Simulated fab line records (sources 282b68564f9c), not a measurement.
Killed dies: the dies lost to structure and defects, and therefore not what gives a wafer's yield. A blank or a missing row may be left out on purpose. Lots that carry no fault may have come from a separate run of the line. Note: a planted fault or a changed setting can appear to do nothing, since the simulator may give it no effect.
fab line records	flow rit-cmos
record lots=7	wafers=21	last-day=7
route steps=202 shown SDANNEAL@155 PSD@157 NSD@158 PLDD@159 NLDD@160 SILICIDE@161
lots untouched by any fault: they come from a run of this same line in which no faults occurred
start-h: start of the lot's first displayed wafer, in hours after the record's first day	wait-h: hours elapsed since this lot's preceding step	" as in the row above	L1.1+2: a single row standing in for several wafers	- no value, or no start given	* or withheld: withheld	< > ~ a bound
route shown NAME@n: a module of which the file shows steps, and the number in the route of the first	usual: average and standard deviation across the fault-free wafers	same: alike in all rows	chamber/n: place in a boat	sites: per-site readings	_std_site: how widely they spread, as a standard deviation	_edge_site: the outer-site mean with the inner-site mean subtracted	radius-mm: for every site, how far away it sits from the centre of the wafer	mask NAME#n: copy n	behind: the most recent tool/chamber to have shaped the wafer	hold: why the lot went on hold/how many hours it stayed there/how the hold came to an end	device: which transistor (n, p or np) failed to switch	end of line: tests run on the same wafers once the route is complete	where a step has no rows: the recipe by itself	killed: the dies lost at the first sort to structure and to defects; this is not the yield of the wafer	map: the dies of a wafer, with x for killed, . for not killed, _ for no die there
set.NAME: setting as actually run; set.NAME@STEP: the setting as run at that earlier step	model.NAME: the simulator's own value behind a step, which no gauge read
lots at some steps of the route; a table a step, a row a wafer
services: the hour from which a tool's chamber was out of use, counted from the record's first day as start-h (under 0 if before that day), plus the number of hours and why
## steps
# step RIT_SDANNEAL_CLEAN_02
# recipe chemistry=SC2	mix=3:3:50	time-s=600	temp-c=75	dry=n2-spin
# step RIT_SDANNEAL_RTA_03
# recipe temp-c=1050	time-s=5	idle-temp-c=600	ramp-up-c-per-s=342	ramp-down-c-per-s=171	cool-to-c=600	ambient=N2
# usual anneal-temp-c-max=1054.8/1.2	chamber-o2-ppm=2.005/0.023	wafer_temp_C_max=1053.6/1.3
lot.wafer	tool	chamber	start-h	wait-h	anneal-temp-c-max	chamber-o2-ppm	wafer_temp_C_max
L750.3	rtp-anneal-02	0	77.96	0.0	1056.0	2.045	1053.3
L750.4	"	0	"	"	1055.4	2.031	1054.5
L750.6	"	0	"	"	1057.8	2.029	1055.1
L754.1	rtp-anneal-02	0	94.63	0.0	1054.9	2.015	1053.5
L754.2	"	0	"	"	1055.1	2.011	1052.9
L754.5	"	0	"	"	1057.8	2.022	1051.8
L756.1	rtp-anneal-02	0	108.25	0.0	1056.9	2.048	1054.6
L756.2	"	0	"	"	1056.6	2.025	1052.1
L756.4	"	0	"	"	1056.2	2.032	1055.5
L757.1	rtp-anneal-01	0	112.42	0.0	1054.8	1.977	1054.7
L757.3	"	0	"	"	1053.4	2.003	1056.0
L757.4	"	0	"	"	1053.5	1.989	1053.8
L758.3	rtp-anneal-02	0	115.75	0.0	1058.4	1.979	1053.5
L758.4	"	0	"	"	1054.0	1.985	1054.1
L758.5	"	0	"	"	1056.5	2.001	1052.1
L759.1	rtp-anneal-01	0	121.73	0.0	1054.0	2.026	1054.0
L759.2	"	0	"	"	1053.1	2.055	1054.4
L759.5	"	0	"	"	1054.0	2.047	1052.6
L767.1	rtp-anneal-01	0	160.42	0.0	1053.7	1.998	1053.9
L767.4	"	0	"	"	1052.9	2.018	1054.1
L767.5	"	0	"	"	1054.3	2.004	1053.4
# step RIT_SDANNEAL_RS_MEAS_04
# recipe thk-meas-gauge=four-point-probe
# usual PSD_RS=115.93/0.25
lot.wafer	tool	chamber	start-h	wait-h	PSD_RS[ohm/sq]
L750.3	film-metro-03	-	78.04	0.1	115.61
L750.4	"	-	"	"	115.84
L750.6	"	-	"	"	115.57
L754.1	film-metro-02	-	94.69	0.0	116.24
L754.2	"	-	"	"	116.01
L754.5	"	-	"	"	116.07
L756.1	film-metro-01	-	108.30	0.0	115.87
L756.2	"	-	"	"	115.87
L756.4	"	-	"	"	116.21
L757.1	film-metro-02	-	112.48	0.0	115.97
L757.3	"	-	"	"	115.50
L757.4	"	-	"	"	115.94
L758.3	film-metro-01	-	115.83	0.1	116.04
L758.4	"	-	"	"	115.99
L758.5	"	-	"	"	115.89
L759.1	film-metro-03	-	121.79	0.0	116.21
L759.2	"	-	"	"	116.11
L759.5	"	-	"	"	116.10
L767.1	film-metro-02	-	160.48	0.0	116.50
L767.4	"	-	"	"	116.25
L767.5	"	-	"	"	116.36
# step RIT_SDANNEAL_RS_MEAS_05
# recipe thk-meas-gauge=four-point-probe
# usual NSD_RS=84.57/0.22
lot.wafer	tool	chamber	start-h	wait-h	NSD_RS[ohm/sq]
L750.3	film-metro-03	-	78.16	0.1	84.67
L750.4	"	-	"	"	84.39
L750.6	"	-	"	"	84.55
L754.1	film-metro-02	-	94.81	0.1	84.40
L754.2	"	-	"	"	84.55
L754.5	"	-	"	"	84.43
L756.1	film-metro-01	-	108.42	0.1	84.76
L756.2	"	-	"	"	84.82
L756.4	"	-	"	"	84.68
L757.1	film-metro-02	-	112.60	0.1	84.57
L757.3	"	-	"	"	84.61
L757.4	"	-	"	"	84.41
L758.3	film-metro-01	-	115.95	0.1	84.85
L758.4	"	-	"	"	84.58
L758.5	"	-	"	"	84.70
L759.1	film-metro-03	-	121.91	0.1	84.56
L759.2	"	-	"	"	84.19
L759.5	"	-	"	"	84.63
L767.1	film-metro-02	-	160.60	0.1	84.33
L767.4	"	-	"	"	84.31
L767.5	"	-	"	"	84.16
# step RIT_SDANNEAL_RS_MEAS_06
# recipe thk-meas-gauge=four-point-probe
# usual PLDD_RS=178.8/0.45
lot.wafer	tool	chamber	start-h	wait-h	PLDD_RS[ohm/sq]
L750.3	film-metro-03	-	78.28	0.1	178.6
L750.4	"	-	"	"	178.7
L750.6	"	-	"	"	178.3
L754.1	film-metro-02	-	94.93	0.1	179.2
L754.2	"	-	"	"	179.5
L754.5	"	-	"	"	179.1
L756.1	film-metro-01	-	108.54	0.1	178.8
L756.2	"	-	"	"	179.0
L756.4	"	-	"	"	178.6
L757.1	film-metro-02	-	112.72	0.1	178.8
L757.3	"	-	"	"	178.9
L757.4	"	-	"	"	178.7
L758.3	film-metro-01	-	116.07	0.1	178.6
L758.4	"	-	"	"	179.0
L758.5	"	-	"	"	178.8
L759.1	film-metro-03	-	122.03	0.1	179.4
L759.2	"	-	"	"	179.5
L759.5	"	-	"	"	179.1
L767.1	film-metro-02	-	160.72	0.1	178.9
L767.4	"	-	"	"	178.9
L767.5	"	-	"	"	179.3
# step RIT_SDANNEAL_RS_MEAS_07
# recipe thk-meas-gauge=four-point-probe
# usual NLDD_RS=151.5/0.51
lot.wafer	tool	chamber	start-h	wait-h	NLDD_RS[ohm/sq]
L750.3	film-metro-03	-	78.40	0.1	150.8
L750.4	"	-	"	"	150.5
L750.6	"	-	"	"	150.5
L754.1	film-metro-02	-	95.05	0.1	151.5
L754.2	"	-	"	"	151.3
L754.5	"	-	"	"	152.0
L756.1	film-metro-01	-	108.66	0.1	151.7
L756.2	"	-	"	"	151.8
L756.4	"	-	"	"	151.3
L757.1	film-metro-02	-	112.84	0.1	151.4
L757.3	"	-	"	"	151.7
L757.4	"	-	"	"	151.5
L758.3	film-metro-01	-	116.19	0.1	151.1
L758.4	"	-	"	"	150.9
L758.5	"	-	"	"	151.5
L759.1	film-metro-03	-	122.15	0.1	151.1
L759.2	"	-	"	"	151.4
L759.5	"	-	"	"	151.8
L767.1	film-metro-02	-	160.84	0.1	150.5
L767.4	"	-	"	"	150.6
L767.5	"	-	"	"	151.4
# step RIT_SILICIDE_WET_ETCH_00
# recipe chemistry=BOE	target=SiO2	target-depth-nm=14	time-s=15	dry=n2-spin	dilution=10:1	temp-c=21.5
# step RIT_SILICIDE_SPUTTER_01
# recipe material=Ti	target-thk-nm=30	power-w=350	chamber-pressure-pa=0.6436	gas=Ar	time-s=240	substrate-temp-c=25
# usual throttle-valve-pct=29.7/0.74
lot.wafer	tool	chamber	start-h	wait-h	throttle-valve-pct
L750.3	pvd-sputter-04	-	78.49	0.0	30.2
L750.4	"	-	"	"	30.2
L750.6	"	-	"	"	30.1
L754.1	pvd-sputter-04	-	95.18	0.0	29.6
L754.2	"	-	"	"	30.5
L754.5	"	-	"	"	29.2
L756.1	pvd-sputter-03	-	108.80	0.0	30.1
L756.2	"	-	"	"	28.1
L756.4	"	-	"	"	28.9
L757.1	pvd-sputter-01	-	112.97	0.0	30.3
L757.3	"	-	"	"	29.1
L757.4	"	-	"	"	29.7
L758.3	pvd-sputter-03	-	116.28	0.0	28.0
L758.4	"	-	"	"	30.0
L758.5	"	-	"	"	28.9
L759.1	pvd-sputter-01	-	122.28	0.0	29.2
L759.2	"	-	"	"	30.4
L759.5	"	-	"	"	29.3
L767.1	pvd-sputter-04	-	160.98	0.0	30.5
L767.4	"	-	"	"	29.0
L767.5	"	-	"	"	30.4
# step RIT_SILICIDE_RS_MEAS_02
# recipe thk-meas-gauge=four-point-probe	reads=Ti_of_SILICIDE_SPUTTER_01
# usual SILICIDE_TI_RS=44.4/0.57
lot.wafer	tool	chamber	start-h	wait-h	SILICIDE_TI_RS[ohm/sq]
L750.3	film-metro-02	-	78.68	0.1	44.8
L750.4	"	-	"	"	44.5
L750.6	"	-	"	"	44.7
L754.1	film-metro-03	-	95.33	0.1	45.7
L754.2	"	-	"	"	45.3
L754.5	"	-	"	"	44.9
L756.1	film-metro-03	-	108.95	0.1	44.6
L756.2	"	-	"	"	44.2
L756.4	"	-	"	"	44.2
L757.1	film-metro-04	-	113.12	0.1	44.5
L757.3	"	-	"	"	45.0
L757.4	"	-	"	"	44.8
L758.3	film-metro-04	-	116.47	0.1	44.6
L758.4	"	-	"	"	44.8
L758.5	"	-	"	"	44.5
L759.1	film-metro-04	-	122.43	0.1	43.9
L759.2	"	-	"	"	43.8
L759.5	"	-	"	"	43.8
L767.1	film-metro-04	-	161.13	0.1	44.8
L767.4	"	-	"	"	45.0
L767.5	"	-	"	"	45.0
# step RIT_SILICIDE_THK_MEAS_03
# recipe thk-meas-gauge=xrf	reads=Ti_of_SILICIDE_SPUTTER_01
# usual SILICIDE_TI_THK=30.1/0.33
lot.wafer	tool	chamber	start-h	wait-h	SILICIDE_TI_THK[nm]
L750.3	film-metro-02	-	78.78	0.1	29.9
L750.4	"	-	"	"	30.2
L750.6	"	-	"	"	29.9
L754.1	film-metro-03	-	95.45	0.1	29.5
L754.2	"	-	"	"	29.6
L754.5	"	-	"	"	29.9
L756.1	film-metro-03	-	109.07	0.1	30.1
L756.2	"	-	"	"	30.4
L756.4	"	-	"	"	30.3
L757.1	film-metro-04	-	113.24	0.1	30.0
L757.3	"	-	"	"	29.6
L757.4	"	-	"	"	29.9
L758.3	film-metro-04	-	116.57	0.1	29.9
L758.4	"	-	"	"	29.8
L758.5	"	-	"	"	29.9
L759.1	film-metro-04	-	122.55	0.1	30.4
L759.2	"	-	"	"	30.4
L759.5	"	-	"	"	30.3
L767.1	film-metro-04	-	161.25	0.1	29.9
L767.4	"	-	"	"	29.7
L767.5	"	-	"	"	29.7
# step RIT_SILICIDE_RTA_04
# recipe temp-c=650	time-s=10	idle-temp-c=25	ramp-up-s=5	ramp-down-s=5	cool-to-c=25	ambient=N2
# usual anneal-temp-c-max=652.9/0.65	chamber-o2-ppm=1.996/0.019	wafer_temp_C_max=652.5/0.58
lot.wafer	tool	chamber	start-h	wait-h	anneal-temp-c-max	chamber-o2-ppm	wafer_temp_C_max
L750.3	rtp-anneal-01	0	78.86	0.1	652.2	1.997	653.0
L750.4	"	0	"	"	651.9	2.021	652.0
L750.6	"	0	"	"	652.6	2.013	652.5
L754.1	rtp-anneal-01	0	95.51	0.1	652.4	1.996	652.0
L754.2	"	0	"	"	652.8	1.987	652.1
L754.5	"	0	"	"	652.0	2.010	652.1
L756.1	rtp-anneal-01	0	109.13	0.1	651.8	1.988	651.4
L756.2	"	0	"	"	652.4	2.024	652.4
L756.4	"	0	"	"	652.2	1.996	651.2
L757.1	rtp-anneal-02	0	113.30	0.1	652.1	1.981	652.7
L757.3	"	0	"	"	653.9	2.010	653.1
L757.4	"	0	"	"	653.1	2.004	652.5
L758.3	rtp-anneal-01	0	116.64	0.1	652.9	1.976	652.2
L758.4	"	0	"	"	652.9	2.003	653.3
L758.5	"	0	"	"	652.1	1.998	652.7
L759.1	rtp-anneal-02	0	122.61	0.1	652.3	2.016	652.4
L759.2	"	0	"	"	652.3	1.995	653.0
L759.5	"	0	"	"	654.1	2.004	653.1
L767.1	rtp-anneal-02	0	161.31	0.1	652.8	1.979	652.3
L767.4	"	0	"	"	654.0	1.997	651.6
L767.5	"	0	"	"	653.8	1.968	652.4
# step RIT_SILICIDE_WET_ETCH_05
# recipe chemistry=SPM	target=Ti	temp-c=90	time-s=120	dry=n2-spin
# step RIT_SILICIDE_RTA_06
# recipe temp-c=750	time-s=10	idle-temp-c=25	ramp-up-s=5	ramp-down-s=10	cool-to-c=25	ambient=N2
# usual anneal-temp-c-max=753.3/0.8	chamber-o2-ppm=2.003/0.022	wafer_temp_C_max=753.0/0.79
lot.wafer	tool	chamber	start-h	wait-h	anneal-temp-c-max	chamber-o2-ppm	wafer_temp_C_max
L750.3	rtp-anneal-02	0	79.02	0.0	754.3	1.981	755.4
L750.4	"	0	"	"	753.5	2.001	754.3
L750.6	"	0	"	"	753.9	1.985	753.9
L754.1	rtp-anneal-02	0	95.62	0.0	752.7	2.000	753.6
L754.2	"	0	"	"	753.3	2.016	752.9
L754.5	"	0	"	"	754.5	1.998	753.1
L756.1	rtp-anneal-02	-	109.23	0.0	-	-	-
L756.2	"	-	"	"	-	-	-
L756.4	"	-	"	"	-	-	-
L757.1	rtp-anneal-01	-	113.41	0.0	-	-	-
L757.3	"	-	"	"	-	-	-
L757.4	"	-	"	"	-	-	-
L758.3	rtp-anneal-02	-	116.74	0.0	-	-	-
L758.4	"	-	"	"	-	-	-
L758.5	"	-	"	"	-	-	-
L759.1	rtp-anneal-01	0	122.72	0.0	752.6	1.979	752.7
L759.2	"	0	"	"	752.2	2.026	752.1
L759.5	"	0	"	"	752.5	2.000	752.4
L767.1	rtp-anneal-01	0	161.48	0.0	753.2	2.005	753.1
L767.4	"	0	"	"	753.2	2.005	753.0
L767.5	"	0	"	"	752.6	1.984	753.3
## services
tool	chamber	start-h	hours	kind
pvd-sputter-04	-	58.62	0.5	repair
pvd-sputter-03	-	65.27	1.1	repair
pvd-sputter-04	-	72.06	4.4	repair
pvd-sputter-01	-	156.60	13.4	repair
## key
first-sign step=RIT_SILICIDE_RTA_06	reading=tool-record	direction=missing
effect none on later readings
met-at RIT_SILICIDE_RTA_06
struck-wafers L756.1,L756.2,L756.4,L757.1,L757.3,L757.4,L758.3,L758.4,L758.5
later-rows-left-out L756.1,L756.2,L756.4,L757.1,L757.3,L757.4,L758.3,L758.4,L758.5
sort-left-out L756.1,L756.2,L756.4,L757.1,L757.3,L757.4,L758.3,L758.4,L758.5
tester-left-out L756,L757,L758
onset-between 95.62 109.23
fault kind=skipped-step-whole	tool=rtp-anneal-01,rtp-anneal-02	chamber=-	onset-h=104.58	steps=RIT_SILICIDE_RTA_06	scope=struck-lots-only
# tester-left-out: of these lots the tester's yield and bins aren't shown, on N5 and GAA mostly nor the transistor test; their killed dies are dies lost to structure and defects alone, not to doping, threshold or leakage, so they don't give the yield
# sort-left-out: the simulated sort isn't trusted on such a fault, so these wafers' sort isn't shown, and their yield isn't known
# later-rows-left-out: the simulator's readings of these wafers behind a module that went badly wrong aren't trusted and aren't shown, but for the sort
